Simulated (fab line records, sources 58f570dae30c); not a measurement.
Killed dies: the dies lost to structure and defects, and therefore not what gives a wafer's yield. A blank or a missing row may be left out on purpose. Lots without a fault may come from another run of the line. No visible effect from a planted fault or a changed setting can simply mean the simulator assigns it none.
The tool behind it: which one? || flow berkeleyCmos170 || Sampling: 14 lots, 42 wafers, 7 of 331 route steps

## WHAT THE GAUGES READ, wafer by wafer
UCB170_GATE_CD_MEAS_90: the cd target is 350 nm.
{"lot": "L701", "measured": "day 7 02:55", "on": "cdSem-02", "cdNm (nm)": "351.3 350.5 350.9"}
{"lot": "L705", "measured": "day 8 02:47", "on": "cdSem-01", "cdNm (nm)": "350.6 349.8 348.4"}
{"lot": "L704", "measured": "day 8 02:58", "on": "cdSem-02", "cdNm (nm)": "351.3 351.4 350.4"}
{"lot": "L708", "measured": "day 8 14:10", "on": "cdSem-01", "cdNm (nm)": "350.3 350.4 347.8"}
{"lot": "L706", "measured": "day 8 14:14", "on": "cdSem-02", "cdNm (nm)": "352.7 352.9 354.3"}
{"lot": "L710", "measured": "day 9 20:01", "on": "cdSem-02", "cdNm (nm)": "353.4 354.4 352.9"}
{"lot": "L711", "measured": "day 9 20:23", "on": "cdSem-02", "cdNm (nm)": "348.6 349.2 349.0"}
{"lot": "L716", "measured": "day 11 08:55", "on": "cdSem-01", "cdNm (nm)": "349.1 349.1 347.7"}
{"lot": "L717", "measured": "day 11 09:16", "on": "cdSem-02", "cdNm (nm)": "348.7 346.7 349.4"}
{"lot": "L718", "measured": "day 11 17:07", "on": "cdSem-02", "cdNm (nm)": "350.2 349.8 351.1"}
{"lot": "L723", "measured": "day 12 15:23", "on": "cdSem-02", "cdNm (nm)": "346.5 348.7 347.4"}
{"lot": "L722", "measured": "day 12 15:37", "on": "cdSem-01", "cdNm (nm)": "350.7 351.6 350.5"}
{"lot": "L720", "measured": "day 12 22:37", "on": "cdSem-01", "cdNm (nm)": "349.3 350.2 349.7"}
{"lot": "L719", "measured": "day 12 23:05", "on": "cdSem-02", "cdNm (nm)": "349.8 349.6 350.4"}

UCB170_PSD_TW_MEAS_10.
{"lot": "L701", "measured": "day 7 17:59", "on": "filmMetro-01", "PSD_TW": "2379 2369 2387"}
{"lot": "L705", "measured": "day 8 16:58", "on": "filmMetro-01", "PSD_TW": "2372 2370 2357"}
{"lot": "L704", "measured": "day 8 16:32", "on": "filmMetro-01", "PSD_TW": "2373 2362 2378"}
{"lot": "L708", "measured": "day 9 04:29", "on": "filmMetro-03", "PSD_TW": "2349 2348 2353"}
{"lot": "L706", "measured": "day 9 04:42", "on": "filmMetro-02", "PSD_TW": "2303 2304 2291"}
{"lot": "L710", "measured": "day 10 14:25", "on": "filmMetro-02", "PSD_TW": "2299 2308 2308"}
{"lot": "L711", "measured": "day 10 14:47", "on": "filmMetro-03", "PSD_TW": "1785 1782 1772"}
{"lot": "L716", "measured": "day 11 18:49", "on": "filmMetro-02", "PSD_TW": "1714 1727 1720"}
{"lot": "L717", "measured": "day 11 19:03", "on": "filmMetro-01", "PSD_TW": "2381 2369 2370"}
{"lot": "L718", "measured": "day 12 06:31", "on": "filmMetro-02", "PSD_TW": "2295 2298 2288"}
{"lot": "L723", "measured": "day 13 04:11", "on": "filmMetro-01", "PSD_TW": "2384 2374 2365"}
{"lot": "L722", "measured": "day 13 04:55", "on": "filmMetro-02", "PSD_TW": "2307 2300 2298"}
{"lot": "L720", "measured": "day 13 14:31", "on": "filmMetro-02", "PSD_TW": "2304 2291 2284"}
{"lot": "L719", "measured": "day 13 14:42", "on": "filmMetro-03", "PSD_TW": "2360 2365 2358"}

UCB170_NSD_OVL_MEAS_07.
{"lot": "L701", "measured": "day 7 19:25", "on": "overlay-01", "NSD_OVL (nm)": "-2 0 -2"}
{"lot": "L705", "measured": "day 8 22:35", "on": "overlay-02", "NSD_OVL (nm)": "1 0 1"}
{"lot": "L704", "measured": "day 8 17:59", "on": "overlay-01", "NSD_OVL (nm)": "-2 -1 1"}
{"lot": "L708", "measured": "day 9 05:49", "on": "overlay-02", "NSD_OVL (nm)": "-4 -7 -5"}
{"lot": "L706", "measured": "day 9 06:19", "on": "overlay-02", "NSD_OVL (nm)": "0 -9 -7"}
{"lot": "L710", "measured": "day 10 15:42", "on": "overlay-02", "NSD_OVL (nm)": "-1 -5 -10"}
{"lot": "L711", "measured": "day 10 16:11", "on": "overlay-01", "NSD_OVL (nm)": "-4 -4 3"}
{"lot": "L716", "measured": "day 11 20:29", "on": "overlay-02", "NSD_OVL (nm)": "1 -2 3"}
{"lot": "L717", "measured": "day 11 20:48", "on": "overlay-01", "NSD_OVL (nm)": "4 0 2"}
{"lot": "L718", "measured": "day 12 07:50", "on": "overlay-02", "NSD_OVL (nm)": "-14 -15 -13"}
{"lot": "L723", "measured": "day 13 06:38", "on": "overlay-02", "NSD_OVL (nm)": "-4 -5 -6"}
{"lot": "L722", "measured": "day 13 09:40", "on": "overlay-02", "NSD_OVL (nm)": "2 -3 1"}
{"lot": "L720", "measured": "day 13 15:52", "on": "overlay-02", "NSD_OVL (nm)": "1 -5 -3"}
{"lot": "L719", "measured": "day 13 16:03", "on": "overlay-01", "NSD_OVL (nm)": "12 9 14"}

UCB170_SDANNEAL_RS_MEAS_02: the measuring method here is four-point-probe.
{"lot": "L701", "measured": "day 7 20:56", "on": "filmMetro-01", "PSD_RS (ohm/sq)": "75.39 75.52 75.18"}
{"lot": "L705", "measured": "day 9 00:05", "on": "filmMetro-01", "PSD_RS (ohm/sq)": "75.85 75.86 75.37"}
{"lot": "L704", "measured": "day 8 19:26", "on": "filmMetro-02", "PSD_RS (ohm/sq)": "75.80 76.14 75.70"}
{"lot": "L708", "measured": "day 9 07:14", "on": "filmMetro-01", "PSD_RS (ohm/sq)": "75.63 75.72 75.70"}
{"lot": "L706", "measured": "day 9 07:43", "on": "filmMetro-03", "PSD_RS (ohm/sq)": "75.30 75.32 75.39"}
{"lot": "L710", "measured": "day 10 17:05", "on": "filmMetro-03", "PSD_RS (ohm/sq)": "75.40 75.31 75.29"}
{"lot": "L711", "measured": "day 10 17:46", "on": "filmMetro-03", "PSD_RS (ohm/sq)": "144.99 144.65 145.05"}
{"lot": "L716", "measured": "day 11 22:43", "on": "filmMetro-03", "PSD_RS (ohm/sq)": "145.68 143.75 144.26"}
{"lot": "L717", "measured": "day 11 22:53", "on": "filmMetro-01", "PSD_RS (ohm/sq)": "75.06 75.21 75.07"}
{"lot": "L718", "measured": "day 12 09:26", "on": "filmMetro-03", "PSD_RS (ohm/sq)": "75.34 75.36 75.99"}
{"lot": "L723", "measured": "day 13 08:14", "on": "filmMetro-03", "PSD_RS (ohm/sq)": "75.28 75.37 75.48"}
{"lot": "L722", "measured": "day 13 11:14", "on": "filmMetro-02", "PSD_RS (ohm/sq)": "75.26 75.44 75.44"}
{"lot": "L720", "measured": "day 13 17:21", "on": "filmMetro-02", "PSD_RS (ohm/sq)": "75.50 75.81 75.58"}
{"lot": "L719", "measured": "day 13 17:28", "on": "filmMetro-03", "PSD_RS (ohm/sq)": "75.50 75.67 75.38"}

## EACH LOT AND THE TOOL THAT RAN IT (in order: tool; ch and the chambers of the sampled wafers; start)
{"lot": "L701", "UCB170_PSD_IMPLANT_08": "implanter-02 ch 0, day 7 17:44", "UCB170_PSD_STRIP_09": "plasmaAsher-04 ch 0,1, day 7 17:53", "UCB170_NSD_STRIP_09": "plasmaAsher-02 ch 0,1, day 7 19:36"}
{"lot": "L705", "UCB170_PSD_IMPLANT_08": "implanter-03 ch 0, day 8 16:43", "UCB170_PSD_STRIP_09": "plasmaAsher-03 ch 0,1, day 8 16:52", "UCB170_NSD_STRIP_09": "plasmaAsher-02 ch 0,1, day 8 22:46"}
{"lot": "L704", "UCB170_PSD_IMPLANT_08": "implanter-01 ch 0, day 8 16:19", "UCB170_PSD_STRIP_09": "plasmaAsher-04 ch 0,1, day 8 16:28", "UCB170_NSD_STRIP_09": "plasmaAsher-02 ch 0,1, day 8 18:11"}
{"lot": "L708", "UCB170_PSD_IMPLANT_08": "implanter-01 ch 0, day 9 04:16", "UCB170_PSD_STRIP_09": "plasmaAsher-03 ch 0,1, day 9 04:23", "UCB170_NSD_STRIP_09": "plasmaAsher-02 ch 0,1, day 9 06:01"}
{"lot": "L706", "UCB170_PSD_IMPLANT_08": "implanter-01 ch 0, day 9 04:27", "UCB170_PSD_STRIP_09": "plasmaAsher-03 ch 0,1, day 9 04:36", "UCB170_NSD_STRIP_09": "plasmaAsher-01 ch 0,1, day 9 06:30"}
{"lot": "L710", "UCB170_PSD_IMPLANT_08": "implanter-03 ch 0, day 10 14:11", "UCB170_PSD_STRIP_09": "plasmaAsher-03 ch 0,1, day 10 14:19", "UCB170_NSD_STRIP_09": "plasmaAsher-01 ch 0,1, day 10 15:53"}
{"lot": "L711", "UCB170_PSD_IMPLANT_08": "implanter-03 ch 0, day 10 14:34", "UCB170_PSD_STRIP_09": "plasmaAsher-04 ch 0,1, day 10 14:42", "UCB170_NSD_STRIP_09": "plasmaAsher-01 ch 0,1, day 10 16:24"}
{"lot": "L716", "UCB170_PSD_IMPLANT_08": "implanter-03 ch 0, day 11 18:34", "UCB170_PSD_STRIP_09": "plasmaAsher-03 ch 0,1, day 11 18:43", "UCB170_NSD_STRIP_09": "plasmaAsher-01 ch 0,1, day 11 20:41"}
{"lot": "L717", "UCB170_PSD_IMPLANT_08": "implanter-02 ch 0, day 11 18:48", "UCB170_PSD_STRIP_09": "plasmaAsher-04 ch 0,1, day 11 18:57", "UCB170_NSD_STRIP_09": "plasmaAsher-02 ch 0,1, day 11 20:59"}
{"lot": "L718", "UCB170_PSD_IMPLANT_08": "implanter-01 ch 0, day 12 06:16", "UCB170_PSD_STRIP_09": "plasmaAsher-03 ch 0,1, day 12 06:25", "UCB170_NSD_STRIP_09": "plasmaAsher-01 ch 0,1, day 12 08:01"}
{"lot": "L723", "UCB170_PSD_IMPLANT_08": "implanter-01 ch 0, day 13 03:58", "UCB170_PSD_STRIP_09": "plasmaAsher-02 ch 1, day 13 04:05", "UCB170_NSD_STRIP_09": "plasmaAsher-02 ch 0,1, day 13 06:49"}
{"lot": "L722", "UCB170_PSD_IMPLANT_08": "implanter-02 ch 0, day 13 04:41", "UCB170_PSD_STRIP_09": "plasmaAsher-04 ch 0,1, day 13 04:49", "UCB170_NSD_STRIP_09": "plasmaAsher-02 ch 0,1, day 13 09:51"}
{"lot": "L720", "UCB170_PSD_IMPLANT_08": "implanter-02 ch 0, day 13 14:17", "UCB170_PSD_STRIP_09": "plasmaAsher-02 ch 1, day 13 14:24", "UCB170_NSD_STRIP_09": "plasmaAsher-02 ch 0,1, day 13 16:02"}
{"lot": "L719", "UCB170_PSD_IMPLANT_08": "implanter-01 ch 0, day 13 14:28", "UCB170_PSD_STRIP_09": "plasmaAsher-03 ch 0,1, day 13 14:35", "UCB170_NSD_STRIP_09": "plasmaAsher-01 ch 0,1, day 13 16:14"}
- UCB170_PSD_IMPLANT_08
- UCB170_PSD_STRIP_09: strips in O2.
- UCB170_NSD_STRIP_09: strips in O2.

## AS READ BY THE TOOLS THEMSELVES (means over the sampled wafers that have a number; for cases with no such wafer, the mark the record gives instead)
UCB170_PSD_IMPLANT_08.
{"lot": "L701", "tool": "implanter-02", "doseIonsCm2": 3e+15, "endStationPressureTorr (Torr)": 1.30e-05, "faradayCurrentUA": 9351, "tiltDeg (degrees)": 7.016}
{"lot": "L705", "tool": "implanter-03", "doseIonsCm2": 3e+15, "endStationPressureTorr (Torr)": 1.29e-05, "faradayCurrentUA": 9443, "tiltDeg (degrees)": 6.997}
{"lot": "L704", "tool": "implanter-01", "doseIonsCm2": 3e+15, "endStationPressureTorr (Torr)": 1.19e-05, "faradayCurrentUA": 9379, "tiltDeg (degrees)": 7.004}
{"lot": "L708", "tool": "implanter-01", "doseIonsCm2": 3e+15, "endStationPressureTorr (Torr)": 1.22e-05, "faradayCurrentUA": 9415, "tiltDeg (degrees)": 6.997}
{"lot": "L706", "tool": "implanter-01", "doseIonsCm2": 3e+15, "endStationPressureTorr (Torr)": 1.23e-05, "faradayCurrentUA": 9086, "tiltDeg (degrees)": 6.981}
{"lot": "L710", "tool": "implanter-03", "doseIonsCm2": 3e+15, "endStationPressureTorr (Torr)": 1.31e-05, "faradayCurrentUA": 9221, "tiltDeg (degrees)": 7.001}
{"lot": "L711", "tool": "implanter-03", "doseIonsCm2": 1e+15, "endStationPressureTorr (Torr)": 8.23e-06, "faradayCurrentUA": 3728, "tiltDeg (degrees)": 6.982}
{"lot": "L716", "tool": "implanter-03", "doseIonsCm2": 1e+15, "endStationPressureTorr (Torr)": 8.40e-06, "faradayCurrentUA": 3695, "tiltDeg (degrees)": 7.010}
{"lot": "L717", "tool": "implanter-02", "doseIonsCm2": 3e+15, "endStationPressureTorr (Torr)": 1.30e-05, "faradayCurrentUA": 9168, "tiltDeg (degrees)": 7.010}
{"lot": "L718", "tool": "implanter-01", "doseIonsCm2": 3e+15, "endStationPressureTorr (Torr)": 1.27e-05, "faradayCurrentUA": 9406, "tiltDeg (degrees)": 7.014}
{"lot": "L723", "tool": "implanter-01", "doseIonsCm2": 3e+15, "endStationPressureTorr (Torr)": 1.19e-05, "faradayCurrentUA": 9348, "tiltDeg (degrees)": 6.999}
{"lot": "L722", "tool": "implanter-02", "doseIonsCm2": 3e+15, "endStationPressureTorr (Torr)": 1.28e-05, "faradayCurrentUA": 9245, "tiltDeg (degrees)": 6.984}
{"lot": "L720", "tool": "implanter-02", "doseIonsCm2": 3e+15, "endStationPressureTorr (Torr)": 1.32e-05, "faradayCurrentUA": 9176, "tiltDeg (degrees)": 7.010}
{"lot": "L719", "tool": "implanter-01", "doseIonsCm2": 3e+15, "endStationPressureTorr (Torr)": 1.29e-05, "faradayCurrentUA": 9391, "tiltDeg (degrees)": 7.000}

UCB170_PSD_STRIP_09.
{"lot": "L701", "tool": "plasmaAsher-04", "drypumpMotorCurrentA (A)": 5.3, "oesProductAu (a.u.)": 0.597, "stripTimeToEndpointS (s)": 29.45}
{"lot": "L705", "tool": "plasmaAsher-03", "drypumpMotorCurrentA (A)": 5.7, "oesProductAu (a.u.)": 0.599, "stripTimeToEndpointS (s)": 29.31}
{"lot": "L704", "tool": "plasmaAsher-04", "drypumpMotorCurrentA (A)": 5.5, "oesProductAu (a.u.)": 0.601, "stripTimeToEndpointS (s)": 29.40}
{"lot": "L708", "tool": "plasmaAsher-03", "drypumpMotorCurrentA (A)": 5.9, "oesProductAu (a.u.)": 0.600, "stripTimeToEndpointS (s)": 29.31}
{"lot": "L706", "tool": "plasmaAsher-03", "drypumpMotorCurrentA (A)": 5.8, "oesProductAu (a.u.)": 0.603, "stripTimeToEndpointS (s)": 29.31}
{"lot": "L710", "tool": "plasmaAsher-03", "drypumpMotorCurrentA (A)": 5.7, "oesProductAu (a.u.)": 0.596, "stripTimeToEndpointS (s)": 29.42}
{"lot": "L711", "tool": "plasmaAsher-04", "drypumpMotorCurrentA (A)": 5.5, "oesProductAu (a.u.)": 0.730, "stripTimeToEndpointS (s)": 21.62}
{"lot": "L716", "tool": "plasmaAsher-03", "drypumpMotorCurrentA (A)": 5.9, "oesProductAu (a.u.)": 0.727, "stripTimeToEndpointS (s)": 21.63}
{"lot": "L717", "tool": "plasmaAsher-04", "drypumpMotorCurrentA (A)": 5.5, "oesProductAu (a.u.)": 0.598, "stripTimeToEndpointS (s)": 29.38}
{"lot": "L718", "tool": "plasmaAsher-03", "drypumpMotorCurrentA (A)": 5.9, "oesProductAu (a.u.)": 0.603, "stripTimeToEndpointS (s)": 29.52}
{"lot": "L723", "tool": "plasmaAsher-02", "drypumpMotorCurrentA (A)": 5.3, "oesProductAu (a.u.)": 0.599, "stripTimeToEndpointS (s)": 29.44}
{"lot": "L722", "tool": "plasmaAsher-04", "drypumpMotorCurrentA (A)": 5.3, "oesProductAu (a.u.)": 0.602, "stripTimeToEndpointS (s)": 29.37}
{"lot": "L720", "tool": "plasmaAsher-02", "drypumpMotorCurrentA (A)": 5.3, "oesProductAu (a.u.)": 0.598, "stripTimeToEndpointS (s)": 29.40}
{"lot": "L719", "tool": "plasmaAsher-03", "drypumpMotorCurrentA (A)": 5.8, "oesProductAu (a.u.)": 0.603, "stripTimeToEndpointS (s)": 29.40}

UCB170_NSD_STRIP_09.
{"lot": "L701", "tool": "plasmaAsher-02", "drypumpMotorCurrentA (A)": 5.5, "oesProductAu (a.u.)": 0.531, "stripTimeToEndpointS (s)": 35.83}
{"lot": "L705", "tool": "plasmaAsher-02", "drypumpMotorCurrentA (A)": 5.5, "oesProductAu (a.u.)": 0.535, "stripTimeToEndpointS (s)": 35.76}
{"lot": "L704", "tool": "plasmaAsher-02", "drypumpMotorCurrentA (A)": 5.5, "oesProductAu (a.u.)": 0.536, "stripTimeToEndpointS (s)": 35.73}
{"lot": "L708", "tool": "plasmaAsher-02", "drypumpMotorCurrentA (A)": 5.8, "oesProductAu (a.u.)": 0.529, "stripTimeToEndpointS (s)": 35.81}
{"lot": "L706", "tool": "plasmaAsher-01", "drypumpMotorCurrentA (A)": 5.9, "oesProductAu (a.u.)": 0.530, "stripTimeToEndpointS (s)": 35.84}
{"lot": "L710", "tool": "plasmaAsher-01", "drypumpMotorCurrentA (A)": 5.9, "oesProductAu (a.u.)": 0.533, "stripTimeToEndpointS (s)": 35.82}
{"lot": "L711", "tool": "plasmaAsher-01", "drypumpMotorCurrentA (A)": 5.9, "oesProductAu (a.u.)": 0.529, "stripTimeToEndpointS (s)": 35.90}
{"lot": "L716", "tool": "plasmaAsher-01", "drypumpMotorCurrentA (A)": 5.9, "oesProductAu (a.u.)": 0.533, "stripTimeToEndpointS (s)": 35.85}
{"lot": "L717", "tool": "plasmaAsher-02", "drypumpMotorCurrentA (A)": 5.8, "oesProductAu (a.u.)": 0.539, "stripTimeToEndpointS (s)": 35.74}
{"lot": "L718", "tool": "plasmaAsher-01", "drypumpMotorCurrentA (A)": 5.8, "oesProductAu (a.u.)": 0.531, "stripTimeToEndpointS (s)": 35.91}
{"lot": "L723", "tool": "plasmaAsher-02", "drypumpMotorCurrentA (A)": 5.8, "oesProductAu (a.u.)": 0.539, "stripTimeToEndpointS (s)": 35.85}
{"lot": "L722", "tool": "plasmaAsher-02", "drypumpMotorCurrentA (A)": 5.5, "oesProductAu (a.u.)": 0.534, "stripTimeToEndpointS (s)": 35.94}
{"lot": "L720", "tool": "plasmaAsher-02", "drypumpMotorCurrentA (A)": 5.8, "oesProductAu (a.u.)": 0.538, "stripTimeToEndpointS (s)": 35.75}
{"lot": "L719", "tool": "plasmaAsher-01", "drypumpMotorCurrentA (A)": 5.8, "oesProductAu (a.u.)": 0.532, "stripTimeToEndpointS (s)": 35.76}

## THE ANSWER, worked out from the rows above alone
Rule: the usual values come from the lots themselves. Put in order of their means at a reading, lots are off if they are a third of the lots or fewer, leave a main group of 4 or more, and stand apart from it by a gap of 3 or more times the standard deviation of the main group's means; of several such gaps the widest counts. Not used: any main group whose means are identical at the precision the tables above print for the reading. Also off: a lot with no number at a reading for which 4 or more lots have one. Any other lot the step has rows for is counted as sound. Order of review: gauges by route order, followed by the tools' own readings, for which a lot's mean as printed above is used. The first step at which some lot is off is used, and at that step the reading that is off furthest; a lot without a number counts as furthest.
Off: L711, L716, at UCB170_PSD_TW_MEAS_10 (PSD_TW). The main group: mean 2339, standard deviation 35.
A tool fits if, at a process step before that reading, it ran every lot that is off, and no sound lot after the first of them. Not tried: the gauges at UCB170_PSD_TW_MEAS_10; whatever is off there is also off at UCB170_PSD_IMPLANT_08, on other tools, and gauge error can't account for it. One candidate fits, namely implanter-03 at UCB170_PSD_IMPLANT_08. A fault onset in the window from L710 (day 10 14:11, its last sound lot) to L711 (day 10 14:34, its first lot off) fits.
The tool's own readings at UCB170_PSD_IMPLANT_08 bear it out: on the lots that are off they differ by more than 5 times the standard deviation of the sound lots' means. doseIonsCm2 reads 1e+15 there against 3e+15 on the sound lots; endStationPressureTorr reads 8.32e-06 Torr there against 1.27e-05 Torr on the sound lots; faradayCurrentUA reads 3712 there against 9302 on the sound lots.

## WHAT WAS PUT IN BY THE SIMULATOR
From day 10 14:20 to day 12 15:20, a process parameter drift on implanter-03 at UCB170_PSD_IMPLANT_08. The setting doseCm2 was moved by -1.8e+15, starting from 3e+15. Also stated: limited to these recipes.
Struck lots among those shown: L711, L716. This agrees with what the rule above found.
